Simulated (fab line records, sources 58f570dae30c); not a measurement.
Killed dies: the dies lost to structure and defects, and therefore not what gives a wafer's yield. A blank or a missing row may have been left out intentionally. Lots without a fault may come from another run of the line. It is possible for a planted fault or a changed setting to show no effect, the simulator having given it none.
Which tool did it?    flow berkeley cmos170    at 1 step of a route of 331, 13 lots with 39 wafers sampled

== WHAT THE GAUGES SHOWED, per wafer ==
Not one reading of a measure or inspect step in the record can be checked against a usual standard deviation.

== TOOL THAT RAN EACH LOT (tool first, then ch and the chambers of the sampled wafers, then the start) ==
lot   UCB170_V1_ETCH_14
L815  rie diel-04 ch 0,1, day 9 09:22
L814  rie diel-03 ch 0,1,2, day 9 10:31
L816  rie diel-04 ch 1,2,3, day 9 11:48
L817  rie diel-04 ch 0,1, day 10 03:46
L819  rie diel-04 ch 1,3, day 10 20:20
L821  rie diel-03 ch 0,1,2, day 11 00:32
L825  rie diel-03 ch 0,1,3, day 12 00:44
L830  rie diel-02 ch 0,1,3, day 12 08:24
L829  rie diel-02 ch 1,2, day 12 12:26
L835  rie diel-02 ch 0,1,2, day 13 03:07
L832  rie diel-03 ch 1,2, day 13 04:58
L834  rie diel-02 ch 1,3, day 13 05:12
L837  rie diel-03 ch 2,3, day 14 00:01
- UCB170_V1_ETCH_14: etches SiO2 in CHF3/CF4/Ar, stops on Al, target depth 1250 nm, time 296.3 s.

== WHAT THE TOOLS THEMSELVES READ (means of the sampled wafers that have a number; where no wafer has one, the mark that the record gives instead) ==
UCB170_V1_ETCH_14. Usual: cf4 flow sccm 15.00 sccm, standard deviation 0.043; chamber pressure mTorr 200.01 mTorr, standard deviation 0.2; drypump motor current A 5.8 A, standard deviation 0.32; oes product au 0.878 a.u., standard deviation 0.015; throttle valve pct 6.95 %, standard deviation 0.088.
lot   tool         cf4 flow sccm (sccm)  chamber pressure mTorr (mTorr)  drypump motor current A (A)  oes product au (a.u.)  throttle valve pct (%)  flag
L815  rie diel-04  15.03                 199.85                          5.8                          0.891                  6.86                    
L814  rie diel-03  15.02                 199.84                          5.9                          0.866                  6.98                    
L816  rie diel-04  15.00                 199.99                          6.1                          0.865                  6.88                    
L817  rie diel-04  14.94                 199.96                          6.2                          0.886                  6.87                    
L819  rie diel-04  15.01                 199.98                          6.3                          0.878                  6.89                    
L821  rie diel-03  14.96                 200.28                          6.0                          0.871                  6.97                    
L825  rie diel-03  15.01                 200.14                          5.8                          0.861                  6.94                    
L830  rie diel-02  14.99                 200.17                          5.9                          0.883                  7.00                    
L829  rie diel-02  15.00                 200.10                          5.7                          0.899                  6.89                    
L835  rie diel-02  15.01                 199.98                          5.9                          0.887                  6.95                    
L832  rie diel-03  14.97                 199.94                          5.8                          0.872                  7.06                    
L834  rie diel-02  14.99                 200.02                          5.8                          0.894                  7.00                    
L837  rie diel-03  15.00                 200.04                          5.6                          0.880                  7.04                    

== THE ANSWER, worked out from the rows above alone ==
Rule: take the mean of a lot's wafers that have a number; if it is more than 3 standard deviations from the usual mean, the lot is off. Also off: a lot with no number at a reading for which 4 or more lots have one. Where the step has rows for the other lots, those lots are counted as sound. After the gauges, taken in route order, come the tools' own readings; for these a lot's mean is taken, as printed above. At the first step where some lot is off, the reading lying furthest off is the one used; lots without a number count as furthest.
No lot is off at any reading shown: from this, nothing can be told.

== WHAT THE SIMULATOR PUT IN ==
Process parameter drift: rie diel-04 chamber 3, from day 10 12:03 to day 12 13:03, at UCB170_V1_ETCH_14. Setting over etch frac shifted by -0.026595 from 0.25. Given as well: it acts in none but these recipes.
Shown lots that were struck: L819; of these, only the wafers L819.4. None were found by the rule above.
